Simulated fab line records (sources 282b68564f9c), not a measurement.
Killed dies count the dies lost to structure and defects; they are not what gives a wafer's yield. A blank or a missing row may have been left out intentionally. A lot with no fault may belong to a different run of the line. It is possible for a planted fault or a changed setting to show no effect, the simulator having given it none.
One fault through the eyes of 2 desks :: flow rit cmos :: only its own numbers are on each desk; what lay behind them is given at the end

THE METROLOGY DESK
What the gauges read, lot by lot, whatever tool the lot ran on: means of the sampled wafers that have a number. Any lot whose mean is over 4 standard deviations away from the usual mean is out of limits and marked OUT; that distance is given in the brackets.
Columns: A = NLDD_OVL at RIT_NLDD_OVL_MEAS_06, usual -0.2 nm; B = NLDD_TW at RIT_NLDD_TW_MEAS_10, usual 2476; C = PLDD_OVL at RIT_PLDD_OVL_MEAS_06, usual -1.6 nm
lot: L980
first seen here: day 2 20:01
A: 0.1
B: 2475
C: -1.8

lot: L988
first seen here: day 4 19:31
A: -0.3
B: 2478
C: -3.3

lot: L991
first seen here: day 5 15:02
A: -0.5
B: 2488
C: -3.4

lot: L998
first seen here: day 7 04:59
A: 1.0
B: 2466
C: 0.2

lot: L100
first seen here: day 7 11:55
A: -0.3
B: 2471
C: -1.8

lot: L103
first seen here: day 7 17:50
A: -1.5
B: 2488
C: -3.6
This desk's verdict: no lot among the 6 shows anything out of limits.

TOOL OWNER'S DESK, litho track-02
The tool's own readings at RIT_PLDD_COAT_01 (resist thk 1000 nm): means of the sampled wafers that have a number, for each lot that ran on this tool. Any lot whose mean is over 4 standard deviations away from the usual mean is out of limits and marked OUT; that distance is given in the brackets.
Columns: A = chill plate temp C at RIT_PLDD_COAT_01, usual 22.99 C
lot: L988
first seen here: day 4 20:15
A: 22.88

lot: L998
first seen here: day 7 06:03
A: 22.99

lot: L100
first seen here: day 7 12:38
A: 22.96
This desk's verdict: no lot among the 3 shows anything out of limits.

ALL TOGETHER
The metrology desk saw nothing out of limits.
The desk of the tool owner found nothing out of limits.

WHAT THE SIMULATOR PUT IN
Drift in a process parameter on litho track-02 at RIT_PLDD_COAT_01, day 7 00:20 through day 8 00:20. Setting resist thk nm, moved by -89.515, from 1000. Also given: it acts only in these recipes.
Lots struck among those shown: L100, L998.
